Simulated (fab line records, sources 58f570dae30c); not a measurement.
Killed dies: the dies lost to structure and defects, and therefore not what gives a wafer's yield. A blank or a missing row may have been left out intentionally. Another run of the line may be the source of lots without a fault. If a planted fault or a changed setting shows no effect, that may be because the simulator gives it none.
What tool caused it? -- flow berkeley cmos170 -- Sampling: 14 lots, 41 wafers, 5 of 331 route steps

## WHAT THE GAUGES READ, wafer by wafer
UCB170_NLDD_OVL_MEAS_07.
lot,measured,on,NLDD_OVL (nm)
L554,day 5 19:19,overlay-01,-9 -15 -3
L555,day 6 05:33,overlay-02,6 3 -1
L556,day 6 19:13,overlay-01,-11 -10 -12
L559,day 7 03:02,overlay-01,-3 -7 -8
L560,day 7 03:33,overlay-02,1 3 2
L561,day 7 03:49,overlay-01,-1 -6 8
L563,day 7 19:19,overlay-02,-9 -5 -7
L564,day 8 02:46,overlay-02,0 1 -11
L566,day 8 11:12,overlay-02,6 5 -3
L571,day 9 21:10,overlay-02,2 2 3
L570,day 9 21:33,overlay-02,-5 -4
L573,day 10 01:32,overlay-01,5 11 12
L576,day 10 19:58,overlay-02,2 -1 -4
L577,day 11 13:55,overlay-02,-6 1 -5

UCB170_M1_CD_MEAS_90 targets a cd of 700 nm.
lot,measured,on,cd nm (nm)
L554,day 6 18:24,cd sem-02,700.5 702.2 702.2
L555,day 6 22:26,cd sem-01,700.9 700.9 698.9
L556,day 7 13:01,cd sem-01,700.3 704.1 701.1
L559,day 7 20:16,cd sem-02,700.4 699.8 702.4
L560,day 7 20:43,cd sem-02,701.3 702.6 703.7
L561,day 7 21:50,cd sem-02,702.8 702.2 700.8
L563,day 8 14:02,cd sem-01,702.7 705.6 704.9
L564,day 8 20:15,cd sem-01,702.8 703.4 700.0
L566,day 9 06:08,cd sem-01,703.5 700.6 701.2
L571,day 10 19:49,cd sem-02,702.1 702.7 701.9
L570,day 10 16:55,cd sem-02,686.9 687.3
L573,day 10 20:25,cd sem-02,690.2 689.3 691.4
L576,day 11 16:40,cd sem-02,699.4 697.4 699.7
L577,day 12 06:40,cd sem-01,697.7 699.6 698.8

UCB170_M2_RS_MEAS_02: measures by four-point-probe.
lot,measured,on,M2_AL_RS (ohm/sq)
L554,day 7 02:13,film metro-02,0.0321 0.0321 0.0321
L555,day 7 05:27,film metro-02,0.0323 0.0324 0.0322
L556,day 7 21:09,film metro-02,0.0323 0.0327 0.0325
L559,day 8 05:09,film metro-02,0.0321 0.0323 0.0323
L560,day 8 05:47,film metro-01,0.0322 0.0324 0.0322
L561,day 8 05:40,film metro-02,0.0319 0.0321 0.0320
L563,day 8 22:38,film metro-02,0.0326 0.0326 0.0326
L564,day 9 04:43,film metro-03,0.0325 0.0325 0.0325
L566,day 9 17:30,film metro-01,0.0322 0.0320 0.0322
L571,day 11 02:39,film metro-03,0.0323 0.0325 0.0323
L570,day 10 22:42,film metro-03,0.0324 0.0325
L573,day 11 02:56,film metro-02,0.0321 0.0316 0.0320
L576,day 11 23:27,film metro-01,0.0321 0.0320 0.0326
L577,day 12 13:41,film metro-01,0.0327 0.0330 0.0329

## WHICH TOOL RAN EACH LOT (tool, then ch and the chambers of the sampled wafers, then the start)
lot,UCB170_M1_METAL_ETCH_12,UCB170_M1_STRIP_13
L554,"rie metal-01 ch 0,1, day 6 18:10","plasma asher-02 ch 0,1, day 6 18:18"
L555,"rie metal-02 ch 0,1, day 6 22:11","plasma asher-04 ch 0,1, day 6 22:19"
L556,"rie metal-04 ch 0,1, day 7 12:47","plasma asher-02 ch 0,1, day 7 12:55"
L559,"rie metal-02 ch 0,1, day 7 20:02","plasma asher-01 ch 0,1, day 7 20:10"
L560,"rie metal-04 ch 0,1, day 7 20:29","plasma asher-04 ch 0,1, day 7 20:37"
L561,"rie metal-02 ch 0,1, day 7 21:37","plasma asher-02 ch 0,1, day 7 21:44"
L563,"rie metal-02 ch 0,1, day 8 13:48","plasma asher-01 ch 0,1, day 8 13:56"
L564,"rie metal-04 ch 0,1, day 8 20:00","plasma asher-01 ch 0,1, day 8 20:07"
L566,"rie metal-02 ch 0,1, day 9 05:51","plasma asher-04 ch 0,1, day 9 05:59"
L571,"rie metal-01 ch 0,1, day 10 19:35","plasma asher-04 ch 0,1, day 10 19:43"
L570,"rie metal-02 ch 1, day 10 16:41","plasma asher-01 ch 0, day 10 16:49"
L573,"rie metal-02 ch 0,1, day 10 20:11","plasma asher-01 ch 0,1, day 10 20:18"
L576,"rie metal-01 ch 0,1, day 11 16:26","plasma asher-02 ch 0,1, day 11 16:34"
L577,"rie metal-04 ch 0,1, day 12 06:26","plasma asher-01 ch 0,1, day 12 06:34"
- UCB170_M1_METAL_ETCH_12: etches Al in Cl2/BCl3, stops on PSG, target depth 780 nm, time 130 s.
- UCB170_M1_STRIP_13: strips in O2.

## WHAT THE TOOLS THEMSELVES READ (means of the sampled wafers that have a number; where no wafer has one, the mark that the record gives instead)
UCB170_M1_METAL_ETCH_12.
lot,tool,drypump motor current A (A),oes product au (a.u.),throttle valve pct (%)
L554,rie metal-01,5.1,0.837,24.32
L555,rie metal-02,5.7,0.862,24.58
L556,rie metal-04,5.4,0.833,24.32
L559,rie metal-02,5.7,0.854,24.58
L560,rie metal-04,5.4,0.829,24.32
L561,rie metal-02,5.6,0.866,24.50
L563,rie metal-02,5.6,0.862,24.50
L564,rie metal-04,5.7,0.842,24.38
L566,rie metal-02,5.7,0.849,24.59
L571,rie metal-01,5.2,0.838,24.33
L570,rie metal-02,5.7,0.855,24.64
L573,rie metal-02,5.7,0.857,24.57
L576,rie metal-01,5.2,0.836,24.33
L577,rie metal-04,5.7,0.841,24.38

UCB170_M1_STRIP_13.
lot,tool,drypump motor current A (A),oes product au (a.u.)
L554,plasma asher-02,6.0,0.720
L555,plasma asher-04,5.2,0.718
L556,plasma asher-02,6.2,0.718
L559,plasma asher-01,5.7,0.719
L560,plasma asher-04,5.2,0.719
L561,plasma asher-02,6.0,0.721
L563,plasma asher-01,6.2,0.724
L564,plasma asher-01,6.1,0.720
L566,plasma asher-04,5.2,0.718
L571,plasma asher-04,5.1,0.722
L570,plasma asher-01,5.3,0.590
L573,plasma asher-01,6.1,0.594
L576,plasma asher-02,6.1,0.721
L577,plasma asher-01,5.7,0.719

## THE ANSWER, worked out from the rows above alone
Rule: the usual values come from the lots themselves. The widest of any qualifying gaps counts: lots, ordered by their means at a reading, are off when they make up no more than a third of the lots, leave a main group of 4 or more, and stand apart from it by 3 or more times the standard deviation of that group's means. A main group whose means are all the same, to the digits that the tables above print for the reading, isn't used. A lot without any number at a reading at which 4 lots or more have one is off too. Where the step has rows for the other lots, those lots are counted as sound. Order of review: gauges by route order, followed by the tools' own readings, for which a lot's mean as printed above is used. The first step at which some lot is off is used, and at that step the reading that is off furthest; a lot without a number counts as furthest.
Off at UCB170_M1_CD_MEAS_90 (cd nm): L570, L573. Main group: mean 701.4 nm, sd 1.5.
A tool fits if, at a process step before that reading, it ran every lot that is off, and no sound lot after the first of them. The gauges at UCB170_M1_CD_MEAS_90 aren't tried: what is off there is off at UCB170_M1_STRIP_13 too, on other tools, and a gauge's error can't cause that. One candidate fits, namely rie metal-02 at UCB170_M1_METAL_ETCH_12. A fault onset in the window from L566 (day 9 05:51, its last sound lot) to L570 (day 10 16:41, its first lot off) fits.

## WHAT HAD BEEN PUT IN BY THE SIMULATOR
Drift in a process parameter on rie metal-02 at UCB170_M1_METAL_ETCH_12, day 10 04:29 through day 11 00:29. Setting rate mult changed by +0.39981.
Struck lots among those shown: L570, L573. The rule above found the same.
